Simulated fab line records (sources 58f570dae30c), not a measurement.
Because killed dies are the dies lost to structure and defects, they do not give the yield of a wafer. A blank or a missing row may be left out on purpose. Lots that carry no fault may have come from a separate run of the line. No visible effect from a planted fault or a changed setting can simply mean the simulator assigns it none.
Split-lot trial    flow berkeley cmos170    23 wafers read from 5 lots, route of 331 steps

== THE SPLIT ITSELF ==
At UCB170_V2_EXPOSE_09 (exposes mask VIA2, target cd 700 nm), the setting dose mj was moved away from the recipe's 37 on 8 of the 23 wafers read, by -4.6% to +5.0%. This setting was run at the recipe's value on the other wafers.

== FROM THE SPLIT TO THE READING: what the file shows between them, 5 steps ==
- UCB170_V2_PEB_10
- UCB170_V2_DEVELOP_11: develop time 45 s
- UCB170_V2_CD_MEAS_12: target cd 700 nm
- UCB170_V2_ETCH_14: etches SiO2 in CHF3/CF4/Ar, stops on Al, target depth 1250 nm, time 291 s
- UCB170_V2_STRIP_15: strips in O2

== THE READING ==
At UCB170_V2_CD_MEAS_90: cd nm in nanometres, against a target cd of 700 nm. Fault-free wafers of this fab line usually give 700.2 nm, standard deviation 1.8 nm.

wafer   tool, chamber at the split  dose mj as run  against the recipe  cd nm, nm  against lot-mates on the recipe
L074.1  krf scanner-01, 0           38.44           +3.9%               706.2      +6.2
L074.3  krf scanner-01, 0           37              recipe              699.6      -
L074.4  krf scanner-01, 0           38.44           +3.9%               703.6      +3.6
L074.5  krf scanner-01, 0           38.44           +3.9%               708.3      +8.3
L074.6  krf scanner-01, 0           37              recipe              700.4      -
L076.1  krf scanner-02, 0           35.29           -4.6%               691.2      -8.3
L076.2  krf scanner-02, 0           37              recipe              701.6      -
L076.4  krf scanner-02, 0           37              recipe              697.8      -
L076.5  krf scanner-02, 0           37              recipe              699.0      -
L076.6  krf scanner-02, 0           35.29           -4.6%               691.7      -7.8
L077.1  krf scanner-01, 0           37              recipe              703.3      -
L077.3  krf scanner-01, 0           37              recipe              703.0      -
L077.4  krf scanner-01, 0           37              recipe              702.6      -
L077.5  krf scanner-01, 0           37              recipe              703.8      -
L077.6  krf scanner-01, 0           37              recipe              702.4      -
L085.1  krf scanner-02, 0           37              recipe              703.8      -
L085.4  krf scanner-02, 0           37              recipe              701.4      -
L085.5  krf scanner-02, 0           37              recipe              702.3      -
L080.1  krf scanner-02, 0           37              recipe              701.8      -
L080.2  krf scanner-02, 0           37              recipe              696.8      -
L080.4  krf scanner-02, 0           38.85           +5.0%               709.2      +9.9
L080.5  krf scanner-02, 0           38.85           +5.0%               707.5      +8.2
L080.6  krf scanner-02, 0           38.85           +5.0%               705.2      +5.9

THE FIT
A straight line over all 23 wafers: cd nm changes by +1.51 nm for each +1% of dose mj; r = +0.88; the points scatter about the line by 2.2 nm.
The same after taking each lot's own level away (the mean of its wafers on the recipe; 23 wafers): +1.63 nm for each +1%; r = +0.95; scatter 1.5 nm.
Per that fit: largest dose mj move, reading shift of 8.2 nm.
The span of the lots' own levels, 699.30 to 703.02 nm, comes to 2.1 times the standard deviation stated above.
So the lot-to-lot level changes the slope little: the two slopes agree.
Check: +7.7 nm against its lot-mates is what the line predicts for one of the wafers moved furthest among these (+5.0%) when that wafer is left out of the fit. Against them it came out at +9.9 nm.

== ADDITIONAL SPLITS CARRIED BY THESE WAFERS ==
Note: prior to the reading, these wafers also went through further splits. Each is held against what the fit with the lots' levels taken away leaves over:
other split on the same wafers  wafers away from the commonest value  r with cd nm (lot level and that fit taken away)
UCB170_SDANNEAL_RTA_01 time s   6                                     +0.03
UCB170_M1_METAL_ETCH_12 time s  7                                     -0.17
UCB170_V1_CVD_00 time s         10                                    +0.29
UCB170_V1_PEB_10 peb temp c     4                                     +0.02

== THE WHOLE CHAIN: every reading that the file lists as answering this split, in the file's order ==
step                  what it does                                                               reading                                                    change (the file's fit)               r (the file's)
UCB170_V2_CD_MEAS_12  target cd 700 nm                                                           cd nm                                                      +1.61 nm for each +1% of the setting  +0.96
UCB170_V2_ETCH_14     etches SiO2 in CHF3/CF4/Ar, stops on Al, target depth 1250 nm, time 291 s  V2.cd nm (the simulator's own value, which no gauge read)  +1.61 nm for each +1% of the setting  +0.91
UCB170_V2_CD_MEAS_90  target cd 700 nm                                                           cd nm                                                      +1.63 nm for each +1% of the setting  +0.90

== FILE'S OWN FIT ==
cd nm changes by +1.63 nm for each +1% of dose mj, r = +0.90.
